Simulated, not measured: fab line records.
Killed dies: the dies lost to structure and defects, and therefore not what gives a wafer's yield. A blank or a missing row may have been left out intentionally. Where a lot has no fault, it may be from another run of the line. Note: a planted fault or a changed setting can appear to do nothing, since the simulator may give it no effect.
Which tool was responsible? | flow berkeley_cmos170 | 7 lots with 21 wafers sampled at 2 steps, on a route of 331 steps

## WHAT THE GAUGES SHOWED, per wafer
UCB170_ACTIVE_THK_MEAS_06.
lot  | measured    | on            | ACTIVE_NITRIDE_THK (nm)
L496 | day 4 01:07 | film_metro-01 | 217.8 216.3 214.6
L499 | day 4 21:08 | film_metro-01 | 222.0 222.5 221.7
L502 | day 5 13:13 | film_metro-04 | 218.2 218.1 219.3
L505 | day 6 06:20 | film_metro-02 | 219.8 219.9 218.6
L508 | day 6 19:23 | film_metro-01 | 222.9 221.2 222.7
L512 | day 7 19:44 | film_metro-01 | 183.4 181.8 183.9
L515 | day 8 21:53 | film_metro-04 | 221.2 222.2 223.9

## EACH LOT AND THE TOOL THAT RAN IT (in order: tool; ch and the chambers of the sampled wafers; start)
lot  | UCB170_ACTIVE_CVD_05
L496 | lpcvd-01 ch 0, day 3 23:08
L499 | lpcvd-02 ch 1, day 4 19:11
L502 | lpcvd-02 ch 1, day 5 11:17
L505 | lpcvd-01 ch 1, day 6 04:25
L508 | lpcvd-01 ch 0, day 6 17:28
L512 | lpcvd-02 ch 0, day 7 17:49
L515 | lpcvd-01 ch 0, day 8 19:58
- UCB170_ACTIVE_CVD_05: deposits Si3N4 from SiH2Cl2/NH3, target thk 220 nm, time 3300 s.

## THE ANSWER, worked out from the rows above alone
Rule: usual is defined by the lots themselves. The widest of any qualifying gaps counts: lots, ordered by their means at a reading, are off when they make up no more than a third of the lots, leave a main group of 4 or more, and stand apart from it by 3 or more times the standard deviation of that group's means. Not used: any main group whose means are identical at the precision the tables above print for the reading. A lot without any number at a reading at which 4 lots or more have one is off too. All remaining lots with rows at the step are treated as sound.
Off: L512, seen at UCB170_ACTIVE_THK_MEAS_06 (ACTIVE_NITRIDE_THK). Main group: mean 220.2 nm, sd 2.3.
If a tool, at a process step before that reading, ran all the lots that are off and no sound lot after the first of them, it fits. The gauges at UCB170_ACTIVE_THK_MEAS_06 are tried like those tools. This does not decide it: 2 tools fit, namely lpcvd-02 at UCB170_ACTIVE_CVD_05 and film_metro-01 at UCB170_ACTIVE_THK_MEAS_06.

## WHAT THE SIMULATOR PUT IN
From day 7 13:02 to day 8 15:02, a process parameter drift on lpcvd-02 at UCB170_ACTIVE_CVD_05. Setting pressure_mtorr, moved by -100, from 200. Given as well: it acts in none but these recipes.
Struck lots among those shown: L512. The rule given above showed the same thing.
